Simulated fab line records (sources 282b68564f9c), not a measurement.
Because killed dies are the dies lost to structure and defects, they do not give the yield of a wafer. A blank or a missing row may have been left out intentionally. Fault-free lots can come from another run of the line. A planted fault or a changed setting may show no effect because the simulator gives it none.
Which tool is to blame? || flow rit-cmos || 14 lots with 42 wafers sampled at 6 steps, on a route of 202 steps

## WHAT EACH GAUGE READ, for each wafer
RIT_FOX2_THK_MEAS_01.
{"lot": "L929", "measured": "day 1 18:43", "on": "film-metro-04", "FOX2_OXIDE_THK (nm)": "343 337 337"}
{"lot": "L930", "measured": "day 1 23:36", "on": "film-metro-01", "FOX2_OXIDE_THK (nm)": "345 350 351"}
{"lot": "L931", "measured": "day 2 04:20", "on": "film-metro-01", "FOX2_OXIDE_THK (nm)": "360 356 364"}
{"lot": "L935", "measured": "day 3 00:27", "on": "film-metro-03", "FOX2_OXIDE_THK (nm)": "356 352 351"}
{"lot": "L936", "measured": "day 3 06:35", "on": "film-metro-04", "FOX2_OXIDE_THK (nm)": "353 360 362"}
{"lot": "L937", "measured": "day 3 11:42", "on": "film-metro-03", "FOX2_OXIDE_THK (nm)": "352 353 355"}
{"lot": "L938", "measured": "day 3 15:29", "on": "film-metro-04", "FOX2_OXIDE_THK (nm)": "353 357 354"}
{"lot": "L940", "measured": "day 4 01:32", "on": "film-metro-03", "FOX2_OXIDE_THK (nm)": "355 359 363"}
{"lot": "L942", "measured": "day 4 11:23", "on": "film-metro-04", "FOX2_OXIDE_THK (nm)": "371 366 363"}
{"lot": "L944", "measured": "day 4 22:02", "on": "film-metro-03", "FOX2_OXIDE_THK (nm)": "357 349 348"}
{"lot": "L946", "measured": "day 5 07:32", "on": "film-metro-03", "FOX2_OXIDE_THK (nm)": "348 352 347"}
{"lot": "L949", "measured": "day 6 03:42", "on": "film-metro-03", "FOX2_OXIDE_THK (nm)": "350 345 350"}
{"lot": "L950", "measured": "day 6 05:18", "on": "film-metro-04", "FOX2_OXIDE_THK (nm)": "349 347 351"}
{"lot": "L952", "measured": "day 6 18:23", "on": "film-metro-01", "FOX2_OXIDE_THK (nm)": "359 353 359"}

RIT_PRETRO_OVL_MEAS_06.
{"lot": "L929", "measured": "day 2 06:43", "on": "overlay-01", "PRETRO_OVL (nm)": "0.9 -0.2 -0.8"}
{"lot": "L930", "measured": "day 2 11:34", "on": "overlay-02", "PRETRO_OVL (nm)": "-0.1 -0.3 -0.5"}
{"lot": "L931", "measured": "day 2 16:25", "on": "overlay-01", "PRETRO_OVL (nm)": "-0.5 -0.3 0.3"}
{"lot": "L935", "measured": "day 3 12:53", "on": "overlay-01", "PRETRO_OVL (nm)": "1.7 1.8 3.0"}
{"lot": "L936", "measured": "day 3 18:41", "on": "overlay-02", "PRETRO_OVL (nm)": "2.0 1.3 1.1"}
{"lot": "L937", "measured": "day 3 23:46", "on": "overlay-02", "PRETRO_OVL (nm)": "-2.1 0.9 -2.3"}
{"lot": "L938", "measured": "day 4 03:46", "on": "overlay-01", "PRETRO_OVL (nm)": "1.4 0.1 0.7"}
{"lot": "L940", "measured": "day 4 14:00", "on": "overlay-02", "PRETRO_OVL (nm)": "-1.8 -0.7 -0.2"}
{"lot": "L942", "measured": "day 4 23:44", "on": "overlay-02", "PRETRO_OVL (nm)": "-0.7 -2.5 -1.0"}
{"lot": "L944", "measured": "day 5 10:55", "on": "overlay-01", "PRETRO_OVL (nm)": "1.8 0.3 1.0"}
{"lot": "L946", "measured": "day 5 20:16", "on": "overlay-02", "PRETRO_OVL (nm)": "-3.0 -1.3 -0.9"}
{"lot": "L949", "measured": "day 6 15:50", "on": "overlay-01", "PRETRO_OVL (nm)": "1.5 4.3 2.0"}
{"lot": "L950", "measured": "day 6 17:50", "on": "overlay-02", "PRETRO_OVL (nm)": "-0.7 1.2 1.1"}
{"lot": "L952", "measured": "day 7 06:31", "on": "overlay-02", "PRETRO_OVL (nm)": "-2.4 -1.5 -1.5"}

RIT_SDANNEAL_RS_MEAS_04: the measuring method here is four-point-probe.
{"lot": "L929", "measured": "day 3 01:27", "on": "film-metro-02", "PSD_RS (ohm/sq)": "115.77 116.07 116.21"}
{"lot": "L930", "measured": "day 3 07:05", "on": "film-metro-01", "PSD_RS (ohm/sq)": "115.99 116.00 115.90"}
{"lot": "L931", "measured": "day 3 13:08", "on": "film-metro-03", "PSD_RS (ohm/sq)": "116.05 115.82 115.73"}
{"lot": "L935", "measured": "day 4 07:33", "on": "film-metro-01", "PSD_RS (ohm/sq)": "119.12 118.43 118.46"}
{"lot": "L936", "measured": "day 4 15:20", "on": "film-metro-01", "PSD_RS (ohm/sq)": "116.04 115.89 115.86"}
{"lot": "L937", "measured": "day 4 17:55", "on": "film-metro-03", "PSD_RS (ohm/sq)": "118.70 118.28 118.12"}
{"lot": "L938", "measured": "day 4 22:02", "on": "film-metro-01", "PSD_RS (ohm/sq)": "116.51 116.11 116.12"}
{"lot": "L940", "measured": "day 5 10:43", "on": "film-metro-02", "PSD_RS (ohm/sq)": "115.88 116.22 116.21"}
{"lot": "L942", "measured": "day 5 18:28", "on": "film-metro-01", "PSD_RS (ohm/sq)": "115.57 115.93 115.74"}
{"lot": "L944", "measured": "day 6 07:38", "on": "film-metro-02", "PSD_RS (ohm/sq)": "115.82 115.74 115.70"}
{"lot": "L946", "measured": "day 6 17:05", "on": "film-metro-02", "PSD_RS (ohm/sq)": "115.55 115.71 115.43"}
{"lot": "L949", "measured": "day 7 14:17", "on": "film-metro-03", "PSD_RS (ohm/sq)": "115.55 115.94 115.55"}
{"lot": "L950", "measured": "day 7 14:23", "on": "film-metro-02", "PSD_RS (ohm/sq)": "115.75 115.70 116.18"}
{"lot": "L952", "measured": "day 8 03:22", "on": "film-metro-01", "PSD_RS (ohm/sq)": "116.16 115.72 115.97"}

RIT_SDANNEAL_RS_MEAS_06: the measuring method here is four-point-probe.
{"lot": "L929", "measured": "day 3 01:41", "on": "film-metro-02", "PLDD_RS (ohm/sq)": "178.0 178.6 179.0"}
{"lot": "L930", "measured": "day 3 07:20", "on": "film-metro-01", "PLDD_RS (ohm/sq)": "178.5 178.7 177.7"}
{"lot": "L931", "measured": "day 3 13:22", "on": "film-metro-03", "PLDD_RS (ohm/sq)": "178.8 178.0 178.0"}
{"lot": "L935", "measured": "day 4 07:47", "on": "film-metro-01", "PLDD_RS (ohm/sq)": "181.8 180.6 181.0"}
{"lot": "L936", "measured": "day 4 15:35", "on": "film-metro-01", "PLDD_RS (ohm/sq)": "178.8 178.2 178.5"}
{"lot": "L937", "measured": "day 4 18:09", "on": "film-metro-03", "PLDD_RS (ohm/sq)": "181.6 181.7 182.1"}
{"lot": "L938", "measured": "day 4 22:17", "on": "film-metro-01", "PLDD_RS (ohm/sq)": "179.6 179.4 178.9"}
{"lot": "L940", "measured": "day 5 10:58", "on": "film-metro-02", "PLDD_RS (ohm/sq)": "178.5 178.7 178.4"}
{"lot": "L942", "measured": "day 5 18:43", "on": "film-metro-01", "PLDD_RS (ohm/sq)": "178.0 179.0 178.6"}
{"lot": "L944", "measured": "day 6 07:52", "on": "film-metro-02", "PLDD_RS (ohm/sq)": "178.9 178.4 178.8"}
{"lot": "L946", "measured": "day 6 17:19", "on": "film-metro-02", "PLDD_RS (ohm/sq)": "177.3 177.5 177.4"}
{"lot": "L949", "measured": "day 7 14:31", "on": "film-metro-03", "PLDD_RS (ohm/sq)": "178.4 178.8 178.4"}
{"lot": "L950", "measured": "day 7 14:37", "on": "film-metro-02", "PLDD_RS (ohm/sq)": "178.6 178.8 178.3"}
{"lot": "L952", "measured": "day 8 03:36", "on": "film-metro-01", "PLDD_RS (ohm/sq)": "179.1 178.6 178.9"}

RIT_M1_BOW_MEAS_16.
{"lot": "L929", "measured": "day 3 08:56", "on": "film-metro-03", "M1_BOW (um)": "17 25 24"}
{"lot": "L930", "measured": "day 3 15:29", "on": "film-metro-03", "M1_BOW (um)": "18 18 21"}
{"lot": "L931", "measured": "day 3 20:28", "on": "film-metro-01", "M1_BOW (um)": "25 24 18"}
{"lot": "L935", "measured": "day 4 15:08", "on": "film-metro-03", "M1_BOW (um)": "8 14 19"}
{"lot": "L936", "measured": "day 4 22:47", "on": "film-metro-02", "M1_BOW (um)": "21 -4 29"}
{"lot": "L937", "measured": "day 5 02:33", "on": "film-metro-03", "M1_BOW (um)": "22 13 23"}
{"lot": "L938", "measured": "day 5 05:26", "on": "film-metro-03", "M1_BOW (um)": "13 23 24"}
{"lot": "L940", "measured": "day 5 18:50", "on": "film-metro-02", "M1_BOW (um)": "15 29 34"}
{"lot": "L942", "measured": "day 6 05:14", "on": "film-metro-01", "M1_BOW (um)": "21 6 9"}
{"lot": "L944", "measured": "day 6 15:47", "on": "film-metro-03", "M1_BOW (um)": "7 11 17"}
{"lot": "L946", "measured": "day 7 00:30", "on": "film-metro-01", "M1_BOW (um)": "23 31 16"}
{"lot": "L949", "measured": "day 7 21:34", "on": "film-metro-01", "M1_BOW (um)": "12 26 10"}
{"lot": "L950", "measured": "day 7 22:15", "on": "film-metro-03", "M1_BOW (um)": "24 19 13"}
{"lot": "L952", "measured": "day 8 10:32", "on": "film-metro-01", "M1_BOW (um)": "13 16 13"}

## TOOL THAT RAN EACH LOT (tool first, then ch and the chambers of the sampled wafers, then the start)
{"lot": "L929", "RIT_SDANNEAL_RTA_03": "rtp-anneal-02 ch 0, day 3 01:23"}
{"lot": "L930", "RIT_SDANNEAL_RTA_03": "rtp-anneal-01 ch 0, day 3 07:02"}
{"lot": "L931", "RIT_SDANNEAL_RTA_03": "rtp-anneal-02 ch 0, day 3 13:04"}
{"lot": "L935", "RIT_SDANNEAL_RTA_03": "rtp-anneal-02 ch 0, day 4 07:29"}
{"lot": "L936", "RIT_SDANNEAL_RTA_03": "rtp-anneal-01 ch 0, day 4 15:17"}
{"lot": "L937", "RIT_SDANNEAL_RTA_03": "rtp-anneal-02 ch 0, day 4 17:51"}
{"lot": "L938", "RIT_SDANNEAL_RTA_03": "rtp-anneal-01 ch 0, day 4 21:59"}
{"lot": "L940", "RIT_SDANNEAL_RTA_03": "rtp-anneal-01 ch 0, day 5 10:40"}
{"lot": "L942", "RIT_SDANNEAL_RTA_03": "rtp-anneal-01 ch 0, day 5 18:24"}
{"lot": "L944", "RIT_SDANNEAL_RTA_03": "rtp-anneal-01 ch 0, day 6 07:33"}
{"lot": "L946", "RIT_SDANNEAL_RTA_03": "rtp-anneal-01 ch 0, day 6 17:01"}
{"lot": "L949", "RIT_SDANNEAL_RTA_03": "rtp-anneal-01 ch 0, day 7 14:13"}
{"lot": "L950", "RIT_SDANNEAL_RTA_03": "rtp-anneal-02 ch 0, day 7 14:20"}
{"lot": "L952", "RIT_SDANNEAL_RTA_03": "rtp-anneal-02 ch 0, day 8 03:18"}
- RIT_SDANNEAL_RTA_03: time 5 s.

## WHAT THE TOOLS THEMSELVES READ (means of the sampled wafers that have a number; where no wafer has one, the mark that the record gives instead)
RIT_SDANNEAL_RTA_03.
{"lot": "L929", "tool": "rtp-anneal-02", "wafer_temp_C_max": 1053.9}
{"lot": "L930", "tool": "rtp-anneal-01", "wafer_temp_C_max": 1053.7}
{"lot": "L931", "tool": "rtp-anneal-02", "wafer_temp_C_max": 1053.6}
{"lot": "L935", "tool": "rtp-anneal-02", "wafer_temp_C_max": 1053.9}
{"lot": "L936", "tool": "rtp-anneal-01", "wafer_temp_C_max": 1053.8}
{"lot": "L937", "tool": "rtp-anneal-02", "wafer_temp_C_max": 1052.8}
{"lot": "L938", "tool": "rtp-anneal-01", "wafer_temp_C_max": 1053.7}
{"lot": "L940", "tool": "rtp-anneal-01", "wafer_temp_C_max": 1052.4}
{"lot": "L942", "tool": "rtp-anneal-01", "wafer_temp_C_max": 1054.6}
{"lot": "L944", "tool": "rtp-anneal-01", "wafer_temp_C_max": 1054.2}
{"lot": "L946", "tool": "rtp-anneal-01", "wafer_temp_C_max": 1054.1}
{"lot": "L949", "tool": "rtp-anneal-01", "wafer_temp_C_max": 1052.9}
{"lot": "L950", "tool": "rtp-anneal-02", "wafer_temp_C_max": 1053.3}
{"lot": "L952", "tool": "rtp-anneal-02", "wafer_temp_C_max": 1054.1}

## THE ANSWER, worked out from the rows above alone
Rule: usual is defined by the lots themselves. Put in order of their means at a reading, lots are off if they are a third of the lots or fewer, leave a main group of 4 or more, and stand apart from it by a gap of 3 or more times the standard deviation of the main group's means; of several such gaps the widest counts. If all means in a main group match to the digits the tables above print for the reading, that group is not used. A lot without any number at a reading at which 4 lots or more have one is off too. Any other lot the step has rows for is counted as sound. First the gauges in route order, then the tools' own readings, where a lot's mean is used as printed above. The first step at which some lot is off is used, and at that step the reading that is off furthest; a lot without a number counts as furthest.
Off: at RIT_SDANNEAL_RS_MEAS_04 (PSD_RS), L935, L937. The main group has a mean of 115.89 ohm/sq with a standard deviation of 0.18.
A tool fits if, at a process step before that reading, it ran every lot that is off, and no sound lot after the first of them. Gauges at RIT_SDANNEAL_RS_MEAS_04: tried the same way as those tools. Not one of the candidates tried fits.

## WHAT HAD BEEN PUT IN BY THE SIMULATOR
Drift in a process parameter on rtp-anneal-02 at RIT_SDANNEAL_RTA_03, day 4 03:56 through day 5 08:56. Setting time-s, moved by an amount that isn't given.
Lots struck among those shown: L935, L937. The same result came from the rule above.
